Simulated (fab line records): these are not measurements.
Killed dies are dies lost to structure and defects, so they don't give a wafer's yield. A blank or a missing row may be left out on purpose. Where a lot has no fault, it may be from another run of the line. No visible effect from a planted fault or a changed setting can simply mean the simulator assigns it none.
A lot that was struck, set against a sound lot ; flow berkeley-cmos170 ; 14 steps out of a route of 331
Sound: the wafers L419.2, L419.3, L419.5. The struck wafers were L412.1, L412.5, L412.6. At the end, the cause is stated.
Order at every step that has rows: each side's tool, ch and its chambers, its first start. Under that, the readings that differ: sound wafers ; struck wafers ; difference of the means ; sigmas: that difference in standard deviations of wafers without a fault.
alike: words and numbers the same on both sides, and readings whose means are apart by under 2 such deviations; not compared: readings that were withheld, readings missing a value for some wafer, numbers with overlapping values and no deviation given by the record, and bounds like >300 which may hide the same value.
The two part at a step that has a row with sigmas, a row that says differs or no value, or rows on one side only. When numbers do not overlap yet have no deviation, they are printed without sigmas and do not part them. A reading that every wafer of one side lacks parts them only if that side has two wafers or more.

UCB170_M2_RS_MEAS_02: measures by four-point-probe.
  sound: film-metro-04 at day 12 00:51; struck: film-metro-02 at day 10 09:53
reading;sound;struck;difference;sigmas
M2_AL_RS (ohm/sq);0.0323 0.0318 0.0321;0.0331 0.0328 0.0328;+0.0008;+2
UCB170_M2_THK_MEAS_03: measures by xrf.
  sound: film-metro-04 at day 12 00:58; struck: film-metro-02 at day 10 10:01
reading;sound;struck;difference;sigmas
M2_AL_THK (nm);914 915 917;884 892 895;-25;-2
then, 3 steps without rows for these wafers: UCB170_M2_HMDS_04 (prime time 60 s); UCB170_M2_COAT_05 (resist thk 900 nm); UCB170_M2_SOFTBAKE_06 (time 60 s).
UCB170_M2_STRIP_07: strips in O2.
  sound on plasma-asher-01 ch 0, day 12 01:28; struck on plasma-asher-03 ch 0,1, day 10 11:13
reading;sound;struck;difference;sigmas
strip-time-to-endpoint-s (s);22.08 22.04 22.13;21.88 21.96 21.97;-0.15;-2
  alike: chamber-pressure-mTorr, drypump-motor-current-A, oes-product-au
  not compared: rf-hours-counter-h
then, 6 steps without rows for these wafers: UCB170_M2_STRIP_08 (strips KrF in DMSO, time 600 s); UCB170_M2_COAT_09; UCB170_M2_COAT_10 (resist thk 900 nm); UCB170_M2_SOFTBAKE_11 (time 60 s); UCB170_M2_EXPOSE_12 (exposes mask METAL2, target cd 700 nm); UCB170_M2_PEB_13.
UCB170_M2_DEVELOP_14: develop time 45 s.
  struck on litho-track-03, day 10 12:00; sound on litho-track-04 ch 0, day 12 03:00
  no value came back on the struck wafers for chill-plate-temp-C (C), develop-time-s (s), exhaust-pa (Pa); on the sound wafers chill-plate-temp-C (C) reads 23.07 23.08 23.11
reading;sound;struck;difference;sigmas
model.KrF_of_M2_COAT_10.thk-nm (nm);886.2 885.9 886.1;901.1 901.6 899.2;+14.6;
UCB170_M2_CD_MEAS_15: target cd 700 nm.
  sound: cd-sem-02 at day 12 03:10; struck: cd-sem-01 at day 10 12:56
reading;sound;struck;difference;sigmas
cd-nm (nm);699.5 699.7 701.2;- - -;no value on the struck wafers;

== WHERE THEY PART ==
Last at UCB170_M2_CD_MEAS_15 as far as this record goes, first at UCB170_M2_RS_MEAS_02.

WHY: what had been put in by the simulator
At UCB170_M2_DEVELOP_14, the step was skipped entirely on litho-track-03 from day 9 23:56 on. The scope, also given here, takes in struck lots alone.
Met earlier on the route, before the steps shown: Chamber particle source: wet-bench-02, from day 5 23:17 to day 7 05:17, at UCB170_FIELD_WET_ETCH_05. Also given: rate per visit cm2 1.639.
